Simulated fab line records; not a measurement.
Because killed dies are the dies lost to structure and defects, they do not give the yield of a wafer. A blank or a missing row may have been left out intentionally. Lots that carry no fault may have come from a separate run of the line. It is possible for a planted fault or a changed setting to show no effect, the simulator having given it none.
Which tool was responsible? / flow rit cmos / 7 lots, 21 wafers sampled, at 5 steps of a route of 202

## WHAT THE GAUGES READ, wafer by wafer
RIT_CONTACT_THK_MEAS_01.
lot=L545; measured=day 3 13:22; on=film metro-04; CONTACT_TEOS_THK (nm)=392 401 407
lot=L547; measured=day 4 00:02; on=film metro-04; CONTACT_TEOS_THK (nm)=390 398 393
lot=L551; measured=day 4 19:23; on=film metro-02; CONTACT_TEOS_THK (nm)=388 393 400
lot=L553; measured=day 5 04:32; on=film metro-03; CONTACT_TEOS_THK (nm)=402 406 402
lot=L559; measured=day 6 10:43; on=film metro-02; CONTACT_TEOS_THK (nm)=466 469 473
lot=L563; measured=day 7 12:41; on=film metro-02; CONTACT_TEOS_THK (nm)=396 401 401
lot=L566; measured=day 8 00:08; on=film metro-04; CONTACT_TEOS_THK (nm)=400 399 406

## EACH LOT AND THE TOOL THAT RAN IT (in order: tool; ch and the chambers of the sampled wafers; start)
lot=L545; RIT_NRETRO_STRIP_09=plasma asher-03 ch 0,1, day 2 16:09; RIT_NSD_STRIP_09=plasma asher-02 ch 0,1, day 3 10:05; RIT_SILICIDE_RTA_06=rtp anneal-01 ch 0, day 3 13:14; RIT_CONTACT_CVD_00=pecvd-03 ch 1,2, day 3 13:19
lot=L547; RIT_NRETRO_STRIP_09=plasma asher-02 ch 0,1, day 3 02:04; RIT_NSD_STRIP_09=plasma asher-04 ch 0,1, day 3 20:46; RIT_SILICIDE_RTA_06=rtp anneal-01 ch 0, day 3 23:55; RIT_CONTACT_CVD_00=pecvd-04 ch 0,2, day 3 23:58
lot=L551; RIT_NRETRO_STRIP_09=plasma asher-03 ch 0,1, day 3 21:54; RIT_NSD_STRIP_09=plasma asher-02 ch 0,1, day 4 16:07; RIT_SILICIDE_RTA_06=rtp anneal-01 ch 0, day 4 19:16; RIT_CONTACT_CVD_00=pecvd-03 ch 0,2, day 4 19:19
lot=L553; RIT_NRETRO_STRIP_09=plasma asher-03 ch 0,1, day 4 08:04; RIT_NSD_STRIP_09=plasma asher-04 ch 0,1, day 5 01:16; RIT_SILICIDE_RTA_06=rtp anneal-01 ch 0, day 5 04:25; RIT_CONTACT_CVD_00=pecvd-04 ch 0,2, day 5 04:28
lot=L559; RIT_NRETRO_STRIP_09=plasma asher-04 ch 0,1, day 5 13:31; RIT_NSD_STRIP_09=plasma asher-01 ch 0,1, day 6 07:35; RIT_SILICIDE_RTA_06=rtp anneal-01 ch 0, day 6 10:36; RIT_CONTACT_CVD_00=pecvd-04 ch 0,2, day 6 10:40
lot=L563; RIT_NRETRO_STRIP_09=plasma asher-04 ch 0,1, day 6 12:33; RIT_NSD_STRIP_09=plasma asher-02 ch 0,1, day 7 09:23; RIT_SILICIDE_RTA_06=rtp anneal-01 ch 0, day 7 12:34; RIT_CONTACT_CVD_00=pecvd-03 ch 0,2, day 7 12:37
lot=L566; RIT_NRETRO_STRIP_09=plasma asher-03 ch 0,1, day 7 02:47; RIT_NSD_STRIP_09=plasma asher-02 ch 0,1, day 7 20:59; RIT_SILICIDE_RTA_06=rtp anneal-01 ch 0, day 8 00:01; RIT_CONTACT_CVD_00=pecvd-03 ch 0,1,2, day 8 00:05
- RIT_NRETRO_STRIP_09: strips in O2, time 180 s.
- RIT_NSD_STRIP_09: strips in O2, time 180 s.
- RIT_SILICIDE_RTA_06: time 10 s, ramp up 5 s, ramp down 10 s.
- RIT_CONTACT_CVD_00: deposits SiO2 from TEOS, target thk 400 nm, time 61 s.

## THE ANSWER, worked out from the rows above alone
Rule: what is usual is taken from the lots themselves. The widest of any qualifying gaps counts: lots, ordered by their means at a reading, are off when they make up no more than a third of the lots, leave a main group of 4 or more, and stand apart from it by 3 or more times the standard deviation of that group's means. A main group is skipped when, at the precision printed for the reading in the tables above, its means are all equal. Also off: a lot with no number at a reading for which 4 or more lots have one. Where the step has rows for the other lots, those lots are counted as sound.
Off: L559, at RIT_CONTACT_THK_MEAS_01 (CONTACT_TEOS_THK). Main group: mean 399 nm, sd 3.7.
If a tool, at a process step before that reading, ran all the lots that are off and no sound lot after the first of them, it fits. Those tools and the gauges at RIT_CONTACT_THK_MEAS_01 are tried in the same way. Can't be told from this: 2 tools fit, plasma asher-01 at RIT_NSD_STRIP_09, pecvd-04 at RIT_CONTACT_CVD_00.

## WHAT THE SIMULATOR HAD PUT IN
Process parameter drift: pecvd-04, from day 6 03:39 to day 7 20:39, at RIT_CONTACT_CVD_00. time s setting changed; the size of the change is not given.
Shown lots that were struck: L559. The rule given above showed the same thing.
